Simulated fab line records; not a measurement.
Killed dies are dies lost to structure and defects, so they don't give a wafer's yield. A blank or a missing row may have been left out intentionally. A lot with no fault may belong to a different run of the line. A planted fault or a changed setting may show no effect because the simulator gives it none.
Which tool did it? | flow berkeley-cmos170 | 7 lots with 21 wafers sampled at 2 steps, on a route of 331 steps

== WHAT EACH GAUGE READ, for each wafer ==
UCB170_NWELL_TW_MEAS_16.
lot  | measured    | on            | NWELL_TW
L804 | day 2 17:02 | film-metro-04 | 1224 1224 1225
L805 | day 3 00:19 | film-metro-02 | 1227 1229 1231
L808 | day 3 15:34 | film-metro-04 | 1219 1217 1222
L810 | day 4 01:38 | film-metro-02 | 1240 1229 1233
L815 | day 4 21:52 | film-metro-01 | 1296 1289 1286
L822 | day 6 16:08 | film-metro-01 | 1254 1252 1249
L825 | day 7 02:39 | film-metro-02 | 1236 1237 1231

== EACH LOT AND THE TOOL THAT RAN IT (in order: tool; ch and the chambers of the sampled wafers; start) ==
lot  | UCB170_NWELL_IMPLANT_14
L804 | implanter-03 ch 0, day 2 16:47
L805 | implanter-02 ch 0, day 3 00:05
L808 | implanter-01 ch 0, day 3 15:21
L810 | implanter-03 ch 0, day 4 01:26
L815 | implanter-02 ch 0, day 4 21:37
L822 | implanter-01 ch 0, day 6 15:55
L825 | implanter-01 ch 0, day 7 02:24
- UCB170_NWELL_IMPLANT_14

== THE ANSWER, worked out from the rows above alone ==
Rule: the usual values come from the lots themselves. The widest of any qualifying gaps counts: lots, ordered by their means at a reading, are off when they make up no more than a third of the lots, leave a main group of 4 or more, and stand apart from it by 3 or more times the standard deviation of that group's means. The tables above print the reading to a certain number of digits; a main group whose means all agree to those digits is not used. Also off: a lot with no number at a reading for which 4 or more lots have one. Where the step has rows for the other lots, those lots are counted as sound.
Off: at UCB170_NWELL_TW_MEAS_16 (NWELL_TW), L815. Mean 1232 and standard deviation 10 in the main group.
A tool fits if, at a process step before that reading, it ran every lot that is off, and no sound lot after the first of them. Gauges at UCB170_NWELL_TW_MEAS_16: tried the same way as those tools. One fits: implanter-02 at UCB170_NWELL_IMPLANT_14. Its last sound lot is L805 (day 3 00:05), its first lot that is off L815 (day 4 21:37): a fault that began between those two fits.

== WHAT THE SIMULATOR HAD INSERTED ==
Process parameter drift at UCB170_NWELL_IMPLANT_14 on implanter-02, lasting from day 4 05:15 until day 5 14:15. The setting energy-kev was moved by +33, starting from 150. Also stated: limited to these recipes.
Lots struck among those shown: L815. Same finding as the rule above.
